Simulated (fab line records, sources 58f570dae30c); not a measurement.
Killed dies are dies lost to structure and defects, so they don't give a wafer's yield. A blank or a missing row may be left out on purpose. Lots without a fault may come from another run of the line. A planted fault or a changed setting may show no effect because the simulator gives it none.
Tool commonality check | flow berkeley_cmos170 | 14 lots, 42 wafers sampled

WHY IT WAS OPENED
At UCB170_NLDD_TW_MEAS_11 the reading NLDD_TW is flagged on 2 of 14 lots. Wafers without a fault read 2211, standard deviation 21.
Rule: a lot is flagged when every wafer of it that has a number lies more than 4 standard deviations from that mean, or none has a number. The other lots count as sound.

lot  | measured     | on            | NLDD_TW, wafer by wafer | flag
L800 | day 7 22:01  | film_metro-01 | 2193 2178 2178          |
L801 | day 7 22:56  | film_metro-04 | 2250 2251 2242          |
L802 | day 7 23:10  | film_metro-01 | 2192 2200 2185          |
L805 | day 8 08:40  | film_metro-04 | 2222 2222 2233          |
L806 | day 8 08:56  | film_metro-04 | 2219 2224 2223          |
L804 | day 8 15:32  | film_metro-01 | 2184 2179 2186          |
L808 | day 8 15:42  | film_metro-04 | 2227 2226 2224          |
L807 | day 8 16:58  | film_metro-01 | 2181 2180 2173          |
L812 | day 9 17:55  | film_metro-04 | 2335 2339 2330          | FLAGGED
L813 | day 9 19:22  | film_metro-04 | 2333 2338 2335          | FLAGGED
L820 | day 11 01:51 | film_metro-01 | 2187 2184 2189          |
L818 | day 11 02:43 | film_metro-01 | 2194 2184 2189          |
L823 | day 11 16:30 | film_metro-03 | 2220 2222 2226          |
L821 | day 11 17:11 | film_metro-04 | 2247 2250 2233          |
The numbers of the flagged lots are 2335 on average: +124 against the usual, or +6 standard deviations.

WHICH TOOL RAN EACH LOT
The record holds 3 process steps before the reading, out of a route of 331 steps. In each cell: the tool, then ch and the chambers that the sampled wafers went through, then the start.
lot  | flag    | UCB170_GATE_SOFTBAKE_08                      | UCB170_GATE_STRIP_16                 | UCB170_NLDD_IMPLANT_08
L800 |         | litho_track-03 ch 0, day 7 17:30 or earlier  | plasma_asher-04 ch 0,1, day 7 17:30  | implanter-03 ch 0, day 7 21:40
L801 |         | litho_track-02 ch 0, day 7 17:59 or earlier  | plasma_asher-04 ch 0, day 7 17:59    | implanter-03 ch 0, day 7 22:33
L802 |         | litho_track-03 ch 0, day 7 18:15 or earlier  | plasma_asher-02 ch 0, day 7 18:15    | implanter-02 ch 0, day 7 22:47
L805 |         | litho_track-03 ch 0, day 8 01:45 or earlier  | plasma_asher-04 ch 0,1, day 8 01:45  | implanter-03 ch 0, day 8 08:16
L806 |         | litho_track-04 ch 0, day 8 02:01 or earlier  | plasma_asher-04 ch 0,1, day 8 02:01  | implanter-04 ch 0, day 8 08:32
L804 |         | litho_track-02 ch 0, day 8 09:01 or earlier  | plasma_asher-02 ch 0,1, day 8 09:01  | implanter-04 ch 0, day 8 15:08
L808 |         | litho_track-04 ch 0, day 8 11:04 or earlier  | plasma_asher-04 ch 0,1, day 8 11:04  | implanter-03 ch 0, day 8 15:18
L807 |         | litho_track-04 ch 0, day 8 12:17 or earlier  | plasma_asher-01 ch 0,1, day 8 12:17  | implanter-04 ch 0, day 8 16:35
L812 | FLAGGED | litho_track-04 ch 0, day 9 14:13 or earlier  | plasma_asher-02 ch 0,1, day 9 14:13  | implanter-03 ch 0, day 9 17:32
L813 | FLAGGED | litho_track-04 ch 0, day 9 14:39 or earlier  | plasma_asher-01 ch 0,1, day 9 14:39  | implanter-03 ch 0, day 9 18:57
L820 |         | litho_track-03 ch 0, day 10 19:27 or earlier | plasma_asher-04 ch 0,1, day 10 19:27 | implanter-04 ch 0, day 11 01:27
L818 |         | litho_track-04 ch 0, day 10 19:57 or earlier | plasma_asher-02 ch 0,1, day 10 19:57 | implanter-04 ch 0, day 11 02:03
L823 |         | litho_track-03 ch 0, day 11 12:19 or earlier | plasma_asher-04 ch 0,1, day 11 12:19 | implanter-04 ch 0, day 11 16:07
L821 |         | litho_track-04 ch 0, day 11 12:48 or earlier | plasma_asher-04 ch 0,1, day 11 12:48 | implanter-02 ch 0, day 11 16:48
What these steps do:
- UCB170_GATE_SOFTBAKE_08: time 61.06 s.
- UCB170_GATE_STRIP_16: strips in O2.
- UCB170_NLDD_IMPLANT_08
- UCB170_NLDD_TW_MEAS_11

FLAGGED OVER TOTAL, TOOL BY TOOL (the gauges that took the reading come last)
step                    | tool            | lots run | flagged | share of the flagged lots | sound lots run after its first flagged lot
UCB170_GATE_SOFTBAKE_08 | litho_track-02  | 2        | 0       | none                      | -
UCB170_GATE_SOFTBAKE_08 | litho_track-03  | 5        | 0       | none                      | -
UCB170_GATE_SOFTBAKE_08 | litho_track-04  | 7        | 2       | all                       | 2 (L818,L821)
UCB170_GATE_STRIP_16    | plasma_asher-01 | 2        | 1       | some                      | 0
UCB170_GATE_STRIP_16    | plasma_asher-02 | 4        | 1       | some                      | 1 (L818)
UCB170_GATE_STRIP_16    | plasma_asher-04 | 8        | 0       | none                      | -
UCB170_NLDD_IMPLANT_08  | implanter-02    | 2        | 0       | none                      | -
UCB170_NLDD_IMPLANT_08  | implanter-03    | 6        | 2       | all                       | 0
UCB170_NLDD_IMPLANT_08  | implanter-04    | 6        | 0       | none                      | -
UCB170_NLDD_TW_MEAS_11  | film_metro-01   | 6        | 0       | none                      | -
UCB170_NLDD_TW_MEAS_11  | film_metro-03   | 1        | 0       | none                      | -
UCB170_NLDD_TW_MEAS_11  | film_metro-04   | 7        | 2       | all                       | 1 (L821)
UCB170_GATE_SOFTBAKE_08 gives no start for some lots, so the hours and the order of its lots are those of UCB170_GATE_STRIP_16.

WHAT THE TABLE ALLOWS
3 rows of the table ran every flagged lot: litho_track-04 at UCB170_GATE_SOFTBAKE_08, implanter-03 at UCB170_NLDD_IMPLANT_08, film_metro-04 at UCB170_NLDD_TW_MEAS_11.
- litho_track-04 at UCB170_GATE_SOFTBAKE_08: 2 of its 7 lots flagged. Sound lots ran on it after the first flagged one (L818, L821), which a lasting fault on the whole tool wouldn't allow.
- implanter-03 at UCB170_NLDD_IMPLANT_08: 2 of its 6 lots flagged. Its last sound lot is L808 (day 8 15:18), its first flagged lot L812 (day 9 17:32): a fault that began between those two fits. Its own readings lie more than 4 standard deviations out on every wafer of the flagged lots: beam_energy_keV.
- film_metro-04 at UCB170_NLDD_TW_MEAS_11: 2 of its 7 lots flagged. Sound lots ran on it after the first flagged one (L821), which a lasting fault on the whole tool wouldn't allow.
One tool is left: implanter-03 at UCB170_NLDD_IMPLANT_08.

WHAT THE SIMULATOR HAD PUT IN
Process parameter drift: implanter-03, from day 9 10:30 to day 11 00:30, at UCB170_NLDD_IMPLANT_08. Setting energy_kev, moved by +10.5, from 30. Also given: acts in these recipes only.
Lots struck among those shown: L812, L813. The rule above found the same.
